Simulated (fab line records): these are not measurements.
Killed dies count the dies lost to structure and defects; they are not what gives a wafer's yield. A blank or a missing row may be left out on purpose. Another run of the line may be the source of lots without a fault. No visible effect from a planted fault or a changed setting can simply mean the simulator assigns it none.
Which of the tools did it?    flow rit-cmos    Sampling: 14 lots, 42 wafers, 2 of 202 route steps

## WHAT EACH GAUGE READ, for each wafer
The record holds no reading of a measuring or inspecting step that can be judged against a usual standard deviation.

## WHAT TOOL EACH LOT RAN ON (gives the tool, then ch and the chambers of the sampled wafers, and finally the start)
lot   RIT_ACTIVE_ETCH_13                 RIT_M1_PROBE_99
L493  rie-diel-03 ch 0,1,3, day 1 16:03  prober-02, day 3 09:43
L495  rie-diel-03 ch 0,3, day 2 00:43    prober-02, day 4 01:16
L496  rie-diel-02 ch 1,2,3, day 2 05:50  prober-01, day 4 07:18
L497  rie-diel-04 ch 0,3, day 2 11:37    prober-02, day 4 10:45
L498  rie-diel-04 ch 0,1,3, day 2 16:08  prober-01, day 4 14:05
L499  rie-diel-03 ch 0,1,3, day 2 22:42  prober-02, day 4 23:35
L500  rie-diel-02 ch 1,2, day 3 02:07    prober-01, day 5 04:35
L501  rie-diel-02 ch 1,2, day 3 08:25    prober-02, day 5 07:58
L503  rie-diel-02 ch 1,2,3, day 3 16:54  prober-02, day 5 16:35
L507  rie-diel-02 ch 0,1,3, day 4 12:50  prober-02, day 6 13:01
L511  rie-diel-04 ch 1,2,3, day 5 09:13  prober-02, day 7 04:23
L512  rie-diel-03 ch 0,2, day 5 13:46    prober-01, day 7 14:21
L515  rie-diel-03 ch 0,1,2, day 6 05:46  prober-02, day 8 01:16
L516  rie-diel-04 ch 2,3, day 6 09:50    prober-01, day 8 08:14
- RIT_ACTIVE_ETCH_13: etches Si3N4 in SF6, stops on SiO2, time 210 s, target depth 210 nm.
- RIT_M1_PROBE_99

## WHAT THE TOOLS THEMSELVES READ (means of the sampled wafers that have a number; where no wafer has one, the mark that the record gives instead)
RIT_ACTIVE_ETCH_13.
lot   tool         drypump-motor-current-A (A)  oes-product-au (a.u.)  throttle-valve-pct (%)
L493  rie-diel-03  5.9                          0.816                  7.55
L495  rie-diel-03  6.1                          0.809                  7.61
L496  rie-diel-02  6.3                          0.834                  7.49
L497  rie-diel-04  5.7                          0.817                  7.61
L498  rie-diel-04  5.6                          0.816                  7.56
L499  rie-diel-03  5.9                          0.821                  7.56
L500  rie-diel-02  6.3                          0.832                  7.40
L501  rie-diel-02  6.3                          0.842                  7.40
L503  rie-diel-02  6.3                          0.757                  7.49
L507  rie-diel-02  5.9                          0.761                  7.54
L511  rie-diel-04  5.5                          0.808                  7.52
L512  rie-diel-03  6.1                          0.811                  7.51
L515  rie-diel-03  5.9                          0.813                  7.44
L516  rie-diel-04  5.4                          0.805                  7.54

RIT_M1_PROBE_99.
lot   tool       killed_at_M0_to_M3  killed-at-contacts  killed-at-front-end  killed-dies  killed-on-rim  killed-open  killed-short
L493  prober-02  0.0                 0.0                 5                    5            1.7            3.3          2.0
L495  prober-02  0.0                 0.0                 9                    9            2.0            3.7          5.7
L496  prober-01  0.0                 0.0                 6                    6            1.0            2.7          3.7
L497  prober-02  0.0                 0.0                 6                    6            0.7            2.3          3.7
L498  prober-01  0.3                 0.3                 3                    4            0.3            0.7          2.3
L499  prober-02  0.0                 0.0                 4                    4            1.0            3.0          1.3
L500  prober-01  0.0                 0.3                 11                   11           3.3            6.3          4.7
L501  prober-02  0.0                 0.0                 6                    6            1.3            3.0          3.3
L503  prober-02  0.0                 0.0                 264                  264          70.0           1.0          3.0
L507  prober-02  0.0                 0.0                 264                  264          70.0           4.0          5.0
L511  prober-02  0.0                 0.0                 6                    6            1.3            3.0          3.0
L512  prober-01  0.0                 0.0                 7                    7            1.3            2.3          4.3
L515  prober-02  0.0                 0.0                 5                    5            1.7            3.0          1.7
L516  prober-01  0.0                 0.0                 5                    5            2.0            1.3          3.3

## THE ANSWER, worked out from the rows above alone
Rule: the lots themselves supply what counts as usual. Put in order of their means at a reading, lots are off if they are a third of the lots or fewer, leave a main group of 4 or more, and stand apart from it by a gap of 3 or more times the standard deviation of the main group's means; of several such gaps the widest counts. Not used: any main group whose means are identical at the precision the tables above print for the reading. A lot without any number at a reading at which 4 lots or more have one is off too. The other lots that the step has rows for count as sound. After the gauges, taken in route order, come the tools' own readings; for these a lot's mean is taken, as printed above. At the first step where some lot is off, the reading lying furthest off is the one used; lots without a number count as furthest.
Off: L503, L507, at RIT_ACTIVE_ETCH_13 (oes-product-au). Mean 0.819 a.u. and standard deviation 0.011 in the main group.
If a tool, at that step or one of the process steps before it, ran each lot that is off and ran no sound lot following the first of them, it fits. One fits: rie-diel-02 at RIT_ACTIVE_ETCH_13. A fault onset in the window from L501 (day 3 08:25, its last sound lot) to L503 (day 3 16:54, its first lot off) fits.
The tool's own readings at RIT_ACTIVE_ETCH_13 bear it out: on the lots that are off they differ by more than 5 times the standard deviation of the sound lots' means. oes-product-au reads 0.759 a.u. there against 0.819 a.u. on the sound lots.

## WHAT HAD BEEN PUT IN BY THE SIMULATOR
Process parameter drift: rie-diel-02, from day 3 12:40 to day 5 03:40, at RIT_ACTIVE_ETCH_13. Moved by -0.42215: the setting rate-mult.
Shown lots that were struck: L503, L507. Same finding as the rule above.
